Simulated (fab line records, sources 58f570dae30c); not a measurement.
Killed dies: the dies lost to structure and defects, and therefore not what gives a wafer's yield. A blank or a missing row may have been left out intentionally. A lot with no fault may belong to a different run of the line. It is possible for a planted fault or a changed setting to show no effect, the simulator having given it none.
Matching of chambers -- flow berkeley_cmos170 -- UCB170_ZERO_ETCH_06 on rie_diel-04: 4 sister chambers
The step etches SiO2 in CHF3/CF4/Ar, time 12 s. 8 wafers are shown with their chamber, then 8 later ones without.

## WAFERS, EACH WITH ITS CHAMBER
wafer,chamber,drypump_motor_current_A (A),throttle_valve_pct (%)
L399.3,1,6.1,9.48
L401.2,2,5.0,9.26
L401.4,3,5.8,9.16
L401.5,1,6.1,9.49
L402.2,0,5.7,9.20
L402.3,3,5.8,9.16
L402.5,2,5.1,9.27
L405.3,0,5.7,9.19

## WAFERS WITH NO CHAMBER GIVEN
wafer,drypump_motor_current_A (A),throttle_valve_pct (%)
L405.5,5.0,9.26
L405.6,5.8,9.16
L407.1,5.7,9.19
L407.4,5.1,9.26
L407.5,6.1,9.49
L415.3,5.7,9.19
L415.5,6.1,9.47
L415.6,5.7,9.18

## WHICH CHAMBER EACH WENT THROUGH
wafer,from the rows above,in truth
L405.5,2,2
L405.6,3,3
L407.1,0,0
L407.4,2,2
L407.5,1,1
L415.3,0,0
L415.5,1,1
L415.6,can't be placed: 0 or 3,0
Placed correctly: 7 of 8. Can't be placed from these rows: 1 (the true chamber is among the candidates in 1). 0 placed wrongly.
How it was worked out, from the rows above alone: a wafer's distance from a chamber is the root of the sum, over the readings, of the square of ((its reading less the chamber's mean) divided by the reading's scatter). If the next closest chamber is less than 2 further off than the closest, the wafer can't be placed; otherwise it belongs to the closest. For every chamber, the mean is computed from those of its wafers that are shown. The scatter: take each reading less its chamber's mean, square it, sum over the shown wafers, divide by the number of wafers less the number of chambers, and take the root.
